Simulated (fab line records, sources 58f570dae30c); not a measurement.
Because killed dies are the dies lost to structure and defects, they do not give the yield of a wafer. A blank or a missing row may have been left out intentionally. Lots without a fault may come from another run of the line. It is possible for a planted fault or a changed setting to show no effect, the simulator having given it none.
fab line records + flow berkeley_cmos170
[record]
- lots = 15
- wafers = 45
- last_day = 11
route steps=331 shown ACTIVE@77 PFIELD@87 GATE@141 SPACER@171
lots that met no fault: from a run of the same line without faults
start_h: hours from the record's first day to the start of the lot's first wafer shown + wait_h: how many hours have passed since the lot's step before this one + " same as the row above + L1.1+2: a single row standing in for several wafers + - no value, or no start given + * or withheld: withheld + < > ~ a bound
route shown NAME@n: NAME is a module with steps in the file, n the number in the route of the first one + usual: average and standard deviation across the fault-free wafers + same: alike in all rows + chamber/n: place in a boat + sites: the reading at each site + _std_site: their standard deviation + _edge_site: inner sites' mean taken away from outer sites' mean + radius_mm: how far each site lies from the wafer's centre + mask NAME#n: copy n + behind: the last tool/chamber to shape the wafer + hold: why the lot was held/for how many hours/how that ended + device: the n, p or np transistor that did not switch + end of line: tests run on the same wafers once the route is complete + a step given without rows: its recipe and nothing more + killed: count of dies lost to structure and defects at first sort (not the wafer's yield) + map: a wafer's dies, x killed, . not, _ none there
set.NAME: setting as actually run; set.NAME@STEP: the setting as run at that earlier step + model.NAME: the simulator's own value behind a step, which no gauge read
steps of the route over a sample of lots; a table a step, a row a wafer
services: from which hour (start_h, from the record's first day; less than 0 if before it) a tool's chamber was out of use, for how many hours, and why
[[steps]]
[step UCB170_ACTIVE_CD_MEAS_90]
[recipe]
- target_cd_nm = 1200
[usual]
- cd_nm = 1199.7/1.6
| lot.wafer | tool      | chamber | start_h | wait_h | cd_nm  |
|-----------|-----------|---------|---------|--------|--------|
| L839.2    | cd_sem-01 | -       | 71.82   | 0.1    | 1202.6 |
| L839.3    | "         | -       | "       | "      | 1202.0 |
| L839.6    | "         | -       | "       | "      | 1203.1 |
| L840.2    | cd_sem-02 | -       | 85.38   | 0.1    | 1201.6 |
| L840.5    | "         | -       | "       | "      | 1202.1 |
| L840.6    | "         | -       | "       | "      | 1201.6 |
| L841.1    | cd_sem-02 | -       | 93.50   | 0.1    | 1202.0 |
| L841.2    | "         | -       | "       | "      | 1199.3 |
| L841.4    | "         | -       | "       | "      | 1199.5 |
| L843.2    | cd_sem-02 | -       | 99.57   | 0.1    | 1198.6 |
| L843.3    | "         | -       | "       | "      | 1196.9 |
| L843.5    | "         | -       | "       | "      | 1198.1 |
| L845.2    | cd_sem-02 | -       | 108.16  | 0.1    | 1198.4 |
| L845.3    | "         | -       | "       | "      | 1199.2 |
| L845.4    | "         | -       | "       | "      | 1198.0 |
| L846.1    | cd_sem-01 | -       | 108.41  | 0.1    | 1201.0 |
| L846.2    | "         | -       | "       | "      | 1197.3 |
| L846.5    | "         | -       | "       | "      | 1197.7 |
| L844.1    | cd_sem-02 | -       | 115.16  | 0.1    | 1199.5 |
| L844.2    | "         | -       | "       | "      | 1199.0 |
| L844.4    | "         | -       | "       | "      | 1199.9 |
| L849.1    | cd_sem-01 | -       | 120.33  | 0.1    | 1197.5 |
| L849.2    | "         | -       | "       | "      | 1198.2 |
| L849.3    | "         | -       | "       | "      | 1198.0 |
| L848.4    | cd_sem-02 | -       | 120.60  | 0.1    | 1200.8 |
| L848.5    | "         | -       | "       | "      | 1199.3 |
| L848.6    | "         | -       | "       | "      | 1200.7 |
| L852.2    | cd_sem-01 | -       | 148.32  | 0.1    | 1199.9 |
| L852.3    | "         | -       | "       | "      | 1198.8 |
| L852.5    | "         | -       | "       | "      | 1199.6 |
| L856.2    | cd_sem-02 | -       | 159.60  | 0.1    | 1200.7 |
| L856.4    | "         | -       | "       | "      | 1200.1 |
| L856.6    | "         | -       | "       | "      | 1201.4 |
| L857.1    | cd_sem-01 | -       | 169.53  | 0.1    | 1200.6 |
| L857.4    | "         | -       | "       | "      | 1200.7 |
| L857.6    | "         | -       | "       | "      | 1201.7 |
| L858.1    | cd_sem-01 | -       | 173.23  | 0.1    | 1201.6 |
| L858.4    | "         | -       | "       | "      | 1201.9 |
| L858.6    | "         | -       | "       | "      | 1201.2 |
| L860.4    | cd_sem-01 | -       | 185.81  | 0.1    | 1198.2 |
| L860.5    | "         | -       | "       | "      | 1198.0 |
| L860.6    | "         | -       | "       | "      | 1197.2 |
| L862.3    | cd_sem-01 | -       | 194.51  | 0.1    | 1200.6 |
| L862.4    | "         | -       | "       | "      | 1200.8 |
| L862.5    | "         | -       | "       | "      | 1202.2 |
[step UCB170_PFIELD_STRIP_08]
[recipe]
- chemistry = O2
- power_w = 400
- pressure_mtorr = 3500
- platen_temp_c = withheld
- o2_flow_sccm = 400
- overash_fraction = 0.5
[usual]
- drypump_motor_current_A = 5.6/0.3
- oes_product_au = 0.734/0.0042
- strip_time_to_endpoint_s = 21.67/0.061
| lot.wafer | tool            | chamber | start_h | wait_h | drypump_motor_current_A | oes_product_au | rf_hours_counter_h | strip_time_to_endpoint_s |
|-----------|-----------------|---------|---------|--------|-------------------------|----------------|--------------------|--------------------------|
| L839.2    | plasma_asher-04 | 1       | 75.27   | 0.1    | 5.4                     | 0.736          | 35                 | 21.64                    |
| L839.3    | "               | 0       | "       | "      | 5.4                     | 0.733          | -                  | 21.66                    |
| L839.6    | "               | 1       | "       | "      | 5.3                     | 0.734          | -                  | 21.67                    |
| L840.2    | plasma_asher-03 | 1       | 89.66   | 0.1    | 5.9                     | 0.738          | 40                 | 21.68                    |
| L840.5    | "               | 1       | "       | "      | 5.9                     | 0.735          | -                  | 21.72                    |
| L840.6    | "               | 0       | "       | "      | 5.1                     | 0.737          | -                  | 21.66                    |
| L841.1    | plasma_asher-04 | 1       | 94.82   | 0.1    | 5.3                     | 0.730          | 37                 | 21.69                    |
| L841.2    | "               | 0       | "       | "      | 5.4                     | 0.737          | 37                 | 21.69                    |
| L841.4    | "               | 0       | "       | "      | 5.4                     | 0.733          | -                  | 21.67                    |
| L843.2    | plasma_asher-04 | 1       | 101.06  | 0.1    | 5.3                     | 0.732          | 38                 | 21.61                    |
| L843.3    | "               | 0       | "       | "      | 5.4                     | 0.739          | -                  | 21.63                    |
| L843.5    | "               | 0       | "       | "      | 5.4                     | 0.735          | -                  | 21.58                    |
| L845.2    | plasma_asher-02 | 1       | 110.08  | 0.1    | 6.0                     | 0.726          | 41                 | 21.60                    |
| L845.3    | "               | 0       | "       | "      | 5.7                     | 0.736          | -                  | 21.58                    |
| L845.4    | "               | 1       | "       | "      | 6.0                     | 0.735          | -                  | 21.56                    |
| L846.1    | plasma_asher-02 | 0       | 110.31  | 0.1    | 5.7                     | 0.728          | 41                 | 21.70                    |
| L846.2    | "               | 1       | "       | "      | 6.0                     | 0.737          | 41                 | 21.69                    |
| L846.5    | "               | 0       | "       | "      | 5.7                     | 0.735          | -                  | 21.64                    |
| L844.1    | plasma_asher-02 | 0       | 117.72  | 0.1    | 5.7                     | 0.731          | 42                 | 21.57                    |
| L844.2    | "               | 1       | "       | "      | 6.0                     | 0.729          | 42                 | 21.57                    |
| L844.4    | "               | 0       | "       | "      | 5.7                     | 0.737          | -                  | 21.59                    |
| L849.1    | plasma_asher-04 | 1       | 122.00  | 0.1    | 5.3                     | 0.737          | 0                  | 21.77                    |
| L849.2    | "               | 0       | "       | "      | 5.4                     | 0.738          | 0                  | 21.72                    |
| L849.3    | "               | 0       | "       | "      | 5.4                     | 0.736          | -                  | 21.67                    |
| L848.4    | plasma_asher-03 | 0       | 122.31  | 0.1    | 5.1                     | 0.734          | -                  | 21.64                    |
| L848.5    | "               | 1       | "       | "      | 5.9                     | 0.727          | -                  | 21.56                    |
| L848.6    | "               | 0       | "       | "      | 5.1                     | 0.736          | -                  | 21.63                    |
| L852.2    | plasma_asher-02 | 1       | 150.83  | 0.1    | 6.0                     | 0.733          | 46                 | 21.64                    |
| L852.3    | "               | 1       | "       | "      | 6.0                     | 0.734          | -                  | 21.54                    |
| L852.5    | "               | 0       | "       | "      | 5.7                     | 0.737          | -                  | 21.61                    |
| L856.2    | plasma_asher-04 | 1       | 161.96  | 0.1    | 5.4                     | 0.739          | 4                  | 21.63                    |
| L856.4    | "               | 1       | "       | "      | 5.3                     | 0.740          | -                  | 21.70                    |
| L856.6    | "               | 0       | "       | "      | 5.4                     | 0.731          | -                  | 21.74                    |
| L857.1    | plasma_asher-03 | 1       | 173.29  | 0.1    | 5.9                     | 0.739          | 50                 | 21.79                    |
| L857.4    | "               | 0       | "       | "      | 5.1                     | 0.736          | -                  | 21.73                    |
| L857.6    | "               | 0       | "       | "      | 5.1                     | 0.734          | -                  | 21.75                    |
| L858.1    | plasma_asher-02 | 1       | 176.84  | 0.1    | 6.0                     | 0.735          | 49                 | 21.65                    |
| L858.4    | "               | 0       | "       | "      | 5.7                     | 0.738          | -                  | 21.62                    |
| L858.6    | "               | 0       | "       | "      | 5.7                     | 0.734          | -                  | 21.66                    |
| L860.4    | plasma_asher-04 | 1       | 189.05  | 0.1    | 5.3                     | 0.733          | -                  | 21.70                    |
| L860.5    | "               | 1       | "       | "      | 5.4                     | 0.738          | -                  | 21.77                    |
| L860.6    | "               | 0       | "       | "      | 5.4                     | 0.735          | -                  | 21.74                    |
| L862.3    | plasma_asher-02 | 1       | 197.41  | 0.1    | 6.0                     | 0.739          | -                  | 21.81                    |
| L862.4    | "               | 0       | "       | "      | 5.7                     | 0.740          | -                  | 21.76                    |
| L862.5    | "               | 1       | "       | "      | 6.0                     | 0.741          | -                  | 21.78                    |
[step UCB170_GATE_ETCH_15]
[recipe]
- chemistry = HBr/Cl2
- target = poly-Si
- stop_on = SiO2
- over_etch_frac = 0.3
- icp_w = 300
- bias_w = 150
- time_s = 56.3
- pressure_mtorr = 15
- HBr_flow_sccm = 150
- Cl2_flow_sccm = 50
- target_depth_a = 2782
[usual]
- HBr_flow_sccm = 150.0/0.44
- bias_w = 149.9/0.42
- drypump_motor_current_A = 5.8/0.46
- oes_product_au = 0.845/0.013
- rf_fwd_power_W = 297.6/1.1
- throttle_valve_pct = 26.43/0.28
| lot.wafer | tool      | chamber | start_h | wait_h | HBr_flow_sccm | bias_w | drypump_motor_current_A | oes_product_au | rf_fwd_power_W | rf_hours_counter_h | throttle_valve_pct |
|-----------|-----------|---------|---------|--------|---------------|--------|-------------------------|----------------|----------------|--------------------|--------------------|
| L839.2    | rie_si-02 | 3       | 118.34  | -      | 149.6         | 150.7  | 6.3                     | 0.837          | 296.8          | 0                  | 26.04              |
| L839.3    | "         | 0       | "       | "      | 149.7         | 149.9  | 5.7                     | 0.823          | 297.8          | 61                 | 26.62              |
| L839.6    | "         | 2       | "       | "      | 149.7         | 149.5  | 5.7                     | 0.841          | 297.5          | -                  | 26.31              |
| L840.2    | rie_si-01 | 3       | 135.74  | -      | 148.8         | 149.9  | 5.2                     | 0.841          | 297.6          | 118                | 26.93              |
| L840.5    | "         | 3       | "       | "      | 149.4         | 150.2  | 5.1                     | 0.844          | 296.6          | -                  | 26.94              |
| L840.6    | "         | 0       | "       | "      | 149.9         | 149.6  | 6.2                     | 0.849          | 299.6          | -                  | 26.56              |
| L841.1    | rie_si-02 | 1       | 142.77  | -      | 149.8         | 149.5  | 6.6                     | 0.848          | 297.4          | 1                  | 26.34              |
| L841.2    | "         | 3       | "       | "      | 149.6         | 150.4  | 6.3                     | 0.851          | 299.4          | 0                  | 26.05              |
| L841.4    | "         | 0       | "       | "      | 149.5         | 149.7  | 5.7                     | 0.841          | 299.5          | 61                 | 26.61              |
| L843.2    | rie_si-01 | 2       | 150.42  | -      | 151.1         | 149.8  | 5.3                     | 0.846          | 297.8          | 108                | 26.10              |
| L843.3    | "         | 3       | "       | "      | 149.4         | 149.6  | 5.1                     | 0.857          | 297.1          | 118                | 26.93              |
| L843.5    | "         | 1       | "       | "      | 150.1         | 150.3  | 5.6                     | 0.817          | 296.4          | -                  | 26.83              |
| L846.1    | rie_si-01 | 2       | 152.46  | -      | 150.7         | 149.8  | 5.3                     | 0.836          | 297.0          | 108                | 26.08              |
| L846.2    | "         | 3       | "       | "      | 150.2         | 149.6  | 5.1                     | 0.830          | 299.0          | 118                | 26.93              |
| L846.5    | "         | 2       | "       | "      | 150.4         | 149.6  | 5.3                     | 0.840          | 296.2          | -                  | 26.10              |
| L845.2    | rie_si-02 | 1       | 152.70  | -      | 149.1         | 149.8  | 6.5                     | 0.836          | 297.9          | 1                  | 26.34              |
| L845.3    | "         | 0       | "       | "      | 149.7         | 150.4  | 5.7                     | 0.827          | 297.4          | 61                 | 26.61              |
| L845.4    | "         | 3       | "       | "      | 149.3         | 150.2  | 6.3                     | 0.835          | 296.7          | 0                  | 26.04              |
| L849.1    | rie_si-02 | 3       | 162.50  | -      | 149.7         | 149.8  | 6.3                     | 0.840          | 296.3          | 0                  | 26.04              |
| L849.2    | "         | 0       | "       | "      | 149.9         | 150.0  | 5.7                     | 0.834          | 300.1          | 62                 | 26.62              |
| L849.3    | "         | 2       | "       | "      | 150.1         | 150.3  | 5.7                     | 0.851          | 297.8          | 1                  | 26.33              |
| L848.4    | rie_si-01 | 3       | 162.55  | -      | 149.6         | 149.9  | 5.1                     | 0.839          | 296.4          | -                  | 26.95              |
| L848.5    | "         | 2       | "       | "      | 150.6         | 149.8  | 5.3                     | 0.845          | 298.2          | -                  | 26.09              |
| L848.6    | "         | 0       | "       | "      | 149.1         | 150.4  | 6.2                     | 0.870          | 297.3          | -                  | 26.58              |
| L844.1    | rie_si-02 | 0       | 162.80  | -      | 150.4         | 150.6  | 5.7                     | 0.833          | 299.5          | 62                 | 26.62              |
| L844.2    | "         | 2       | "       | "      | 150.1         | 150.2  | 5.7                     | 0.847          | 297.6          | 1                  | 26.31              |
| L844.4    | "         | 1       | "       | "      | 149.8         | 150.2  | 6.5                     | 0.830          | 297.8          | 1                  | 26.32              |
| L852.2    | rie_si-02 | 2       | 190.72  | -      | 149.4         | 150.4  | 5.7                     | 0.849          | 300.5          | 1                  | 26.32              |
| L852.3    | "         | 3       | "       | "      | 149.8         | 149.8  | 6.3                     | 0.851          | 297.0          | 0                  | 26.04              |
| L852.5    | "         | 1       | "       | "      | 150.1         | 149.9  | 6.5                     | 0.838          | 297.3          | -                  | 26.33              |
| L856.2    | rie_si-01 | 0       | 198.56  | -      | -             | -      | -                       | -              | -              | -                  | -                  |
| L856.4    | "         | 2       | "       | "      | -             | -      | -                       | -              | -              | -                  | -                  |
| L856.6    | "         | 3       | "       | "      | -             | -      | -                       | -              | -              | -                  | -                  |
| L857.1    | rie_si-02 | 0       | 214.50  | -      | -             | -      | -                       | -              | -              | -                  | -                  |
| L857.4    | "         | 2       | "       | "      | -             | -      | -                       | -              | -              | -                  | -                  |
| L857.6    | "         | 3       | "       | "      | -             | -      | -                       | -              | -              | -                  | -                  |
| L858.1    | rie_si-01 | 1       | 220.53  | -      | -             | -      | -                       | -              | -              | -                  | -                  |
| L858.4    | "         | 3       | "       | "      | -             | -      | -                       | -              | -              | -                  | -                  |
| L858.6    | "         | 2       | "       | "      | -             | -      | -                       | -              | -              | -                  | -                  |
| L860.4    | rie_si-02 | 3       | 226.58  | -      | 149.5         | 149.1  | 6.3                     | 0.850          | 297.2          | 1                  | 26.05              |
| L860.5    | "         | 0       | "       | "      | 149.4         | 150.7  | 5.7                     | 0.843          | 299.0          | -                  | 26.61              |
| L860.6    | "         | 3       | "       | "      | 150.0         | 149.0  | 6.3                     | 0.847          | 296.3          | -                  | 26.06              |
| L862.3    | rie_si-02 | 3       | 239.01  | -      | 150.4         | 149.6  | 6.3                     | 0.863          | 298.8          | 1                  | 26.06              |
| L862.4    | "         | 1       | "       | "      | 150.3         | 150.2  | 6.5                     | 0.849          | 297.2          | 1                  | 26.34              |
| L862.5    | "         | 0       | "       | "      | 150.1         | 149.9  | 5.7                     | 0.849          | 300.4          | -                  | 26.61              |
[step UCB170_GATE_CD_MEAS_90]
[recipe]
- target_cd_nm = 350
[usual]
- cd_nm = 350.0/1.6
| lot.wafer | tool      | chamber | start_h | wait_h | cd_nm |
|-----------|-----------|---------|---------|--------|-------|
| L839.2    | cd_sem-01 | -       | 118.50  | 0.1    | 349.5 |
| L839.3    | "         | -       | "       | "      | 348.2 |
| L839.6    | "         | -       | "       | "      | 349.8 |
| L840.2    | cd_sem-01 | -       | 135.91  | 0.1    | 350.5 |
| L840.5    | "         | -       | "       | "      | 351.8 |
| L840.6    | "         | -       | "       | "      | 349.8 |
| L841.1    | cd_sem-02 | -       | 142.91  | 0.1    | 350.0 |
| L841.2    | "         | -       | "       | "      | 350.1 |
| L841.4    | "         | -       | "       | "      | 350.8 |
| L843.2    | cd_sem-01 | -       | 150.58  | 0.1    | 350.2 |
| L843.3    | "         | -       | "       | "      | 349.5 |
| L843.5    | "         | -       | "       | "      | 348.5 |
| L846.1    | cd_sem-01 | -       | 152.61  | 0.1    | 349.1 |
| L846.2    | "         | -       | "       | "      | 349.6 |
| L846.5    | "         | -       | "       | "      | 349.7 |
| L845.2    | cd_sem-02 | -       | 152.87  | 0.1    | 349.2 |
| L845.3    | "         | -       | "       | "      | 349.6 |
| L845.4    | "         | -       | "       | "      | 349.4 |
| L849.1    | cd_sem-01 | -       | 162.64  | 0.1    | 349.3 |
| L849.2    | "         | -       | "       | "      | 351.3 |
| L849.3    | "         | -       | "       | "      | 350.3 |
| L848.4    | cd_sem-02 | -       | 162.78  | 0.1    | 349.6 |
| L848.5    | "         | -       | "       | "      | 351.9 |
| L848.6    | "         | -       | "       | "      | 350.9 |
| L844.1    | cd_sem-02 | -       | 162.95  | 0.1    | 345.7 |
| L844.2    | "         | -       | "       | "      | 346.8 |
| L844.4    | "         | -       | "       | "      | 348.3 |
| L852.2    | cd_sem-01 | -       | 190.93  | 0.1    | 351.4 |
| L852.3    | "         | -       | "       | "      | 351.6 |
| L852.5    | "         | -       | "       | "      | 352.6 |
| L856.2    | cd_sem-02 | -       | 198.73  | 0.1    | -     |
| L856.4    | "         | -       | "       | "      | -     |
| L856.6    | "         | -       | "       | "      | -     |
| L857.1    | cd_sem-02 | -       | 214.65  | 0.1    | -     |
| L857.4    | "         | -       | "       | "      | -     |
| L857.6    | "         | -       | "       | "      | -     |
| L858.1    | cd_sem-02 | -       | 220.75  | 0.1    | -     |
| L858.4    | "         | -       | "       | "      | -     |
| L858.6    | "         | -       | "       | "      | -     |
| L860.4    | cd_sem-01 | -       | 226.79  | 0.1    | 350.0 |
| L860.5    | "         | -       | "       | "      | 353.4 |
| L860.6    | "         | -       | "       | "      | 351.3 |
| L862.3    | cd_sem-01 | -       | 239.25  | 0.1    | 351.0 |
| L862.4    | "         | -       | "       | "      | 350.4 |
| L862.5    | "         | -       | "       | "      | 349.0 |
[step UCB170_SPACER_CVD_00]
[recipe]
- material = SiO2
- target_thk_nm = 376
- temp_c = 390
- precursor = TEOS/O2
- time_s = 45.04
- rf_w = 550
- pressure_mtorr = 9000
[usual]
- heater_power_w = 258/67
- rf_fwd_power_W = 544.5/2.8
| lot.wafer | tool     | chamber | start_h | wait_h | heater_power_w | rf_fwd_power_W |
|-----------|----------|---------|---------|--------|----------------|----------------|
| L839.2    | pecvd-01 | 0       | 123.47  | 0.0    | 177            | 543.2          |
| L839.3    | "        | 2       | "       | "      | 203            | 544.2          |
| L839.6    | "        | 0       | "       | "      | 195            | 542.0          |
| L840.2    | pecvd-02 | 2       | 140.88  | 0.0    | 130            | 544.1          |
| L840.5    | "        | 2       | "       | "      | 146            | 544.3          |
| L840.6    | "        | 1       | "       | "      | 371            | 544.9          |
| L841.1    | pecvd-03 | 1       | 146.93  | 0.0    | 234            | 545.6          |
| L841.2    | "        | 2       | "       | "      | 369            | 542.2          |
| L841.4    | "        | 1       | "       | "      | 235            | 543.1          |
| L843.2    | pecvd-01 | 1       | 157.94  | 0.0    | 276            | 542.0          |
| L843.3    | "        | 0       | "       | "      | 193            | 539.8          |
| L843.5    | "        | 2       | "       | "      | 252            | 548.6          |
| L845.2    | pecvd-01 | 1       | 158.32  | 0.0    | 242            | 548.9          |
| L845.3    | "        | 2       | "       | "      | 208            | 545.2          |
| L845.4    | "        | 2       | "       | "      | 230            | 545.2          |
| L846.1    | pecvd-03 | 2       | 158.32  | 0.0    | 285            | 542.6          |
| L846.2    | "        | 1       | "       | "      | 194            | 544.8          |
| L846.5    | "        | 0       | "       | "      | 382            | 545.7          |
| L848.4    | pecvd-01 | 2       | 167.19  | 0.0    | 254            | 546.9          |
| L848.5    | "        | 0       | "       | "      | 218            | 539.5          |
| L848.6    | "        | 1       | "       | "      | 250            | 547.7          |
| L849.1    | pecvd-02 | 0       | 167.79  | 0.0    | 258            | 543.1          |
| L849.2    | "        | 1       | "       | "      | 387            | 542.0          |
| L849.3    | "        | 2       | "       | "      | 177            | 542.3          |
| L844.1    | pecvd-01 | 1       | 167.97  | 0.0    | 200            | 548.1          |
| L844.2    | "        | 2       | "       | "      | 269            | 546.8          |
| L844.4    | "        | 0       | "       | "      | 221            | 540.4          |
| L852.2    | pecvd-02 | 1       | 202.97  | 0.0    | 401            | 546.8          |
| L852.3    | "        | 2       | "       | "      | 174            | 543.3          |
| L852.5    | "        | 0       | "       | "      | 252            | 545.3          |
| L860.4    | pecvd-02 | 1       | 232.44  | 0.0    | 370            | 546.4          |
| L860.5    | "        | 0       | "       | "      | 266            | 545.6          |
| L860.6    | "        | 2       | "       | "      | 146            | 538.8          |
| L862.3    | pecvd-01 | 0       | 243.48  | 0.0    | 193            | 540.2          |
| L862.4    | "        | 1       | "       | "      | 266            | 545.6          |
| L862.5    | "        | 2       | "       | "      | 267            | 545.2          |
[[services]]
| tool            | chamber | start_h | hours | kind           |
|-----------------|---------|---------|-------|----------------|
| pecvd-01        | -       | 58.53   | 0.3   | repair         |
| rie_si-02       | 2       | 59.44   | -     | clean          |
| rie_si-02       | 2       | 59.44   | 13.3  | scheduled_down |
| rie_si-02       | 2       | 59.44   | 13.3  | vent_cycle     |
| rie_si-02       | 3       | 72.77   | -     | clean          |
| rie_si-02       | 3       | 72.77   | 18.6  | scheduled_down |
| rie_si-02       | 3       | 72.77   | 18.6  | vent_cycle     |
| rie_si-02       | -       | 87.04   | 0.1   | repair         |
| rie_si-01       | -       | 95.48   | 0.3   | repair         |
| plasma_asher-02 | -       | 100.94  | 1.5   | repair         |
| plasma_asher-04 | -       | 108.75  | 9.0   | pm             |
| plasma_asher-04 | 0       | 108.75  | 9.0   | vent_cycle     |
| rie_si-02       | 3       | 126.09  | 14.3  | repair         |
| pecvd-01        | -       | 135.50  | 14.0  | pm             |
| pecvd-01        | 2       | 139.10  | 13.5  | repair         |
| plasma_asher-04 | -       | 147.88  | 1.2   | repair         |
| plasma_asher-03 | -       | 150.77  | 2.4   | repair         |
| pecvd-01        | -       | 155.03  | 2.8   | pm             |
| pecvd-01        | -       | 175.06  | 2.3   | repair         |
| pecvd-01        | 1       | 196.54  | 2.4   | repair         |
| pecvd-03        | -       | 214.32  | 4.3   | pm             |
| pecvd-03        | -       | 230.01  | 6.0   | pm             |
| pecvd-01        | 1       | 236.90  | 2.3   | repair         |
| pecvd-02        | -       | 242.50  | 14.0  | pm             |
[[key]]
[first_sign]
- step = UCB170_GATE_ETCH_15
- reading = tool_record
- direction = missing
[effect]
- step = UCB170_GATE_CD_MEAS_90
- reading = cd_nm
- direction = missing
met_at UCB170_GATE_ETCH_15
struck_lots L856,L857,L858
later_rows_left_out L856.2,L856.4,L856.6,L857.1,L857.4,L857.6,L858.1,L858.4,L858.6
sort_left_out L856.2,L856.4,L856.6,L857.1,L857.4,L857.6,L858.1,L858.4,L858.6
tester_left_out L856,L857,L858
not_acting_at UCB170_ACTIVE_CD_MEAS_90,UCB170_PFIELD_STRIP_08,UCB170_SPACER_CVD_00
onset_between 190.72 198.56
[fault]
- kind = skipped_step_whole
- tool = rie_si-01,rie_si-02
- chamber = -
- onset_h = 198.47
- steps = UCB170_GATE_ETCH_15
- scope = struck_lots_only
// tester_left_out: of these lots the tester's yield and bins aren't shown, on N5 and GAA mostly nor the transistor test; their killed dies are dies lost to structure and defects alone, not to doping, threshold or leakage, so they don't give the yield
// sort_left_out: the simulated sort isn't trusted on such a fault, so these wafers' sort isn't shown, and their yield isn't known
// later_rows_left_out: the simulator's readings of these wafers behind a module that went badly wrong aren't trusted and aren't shown, but for the sort
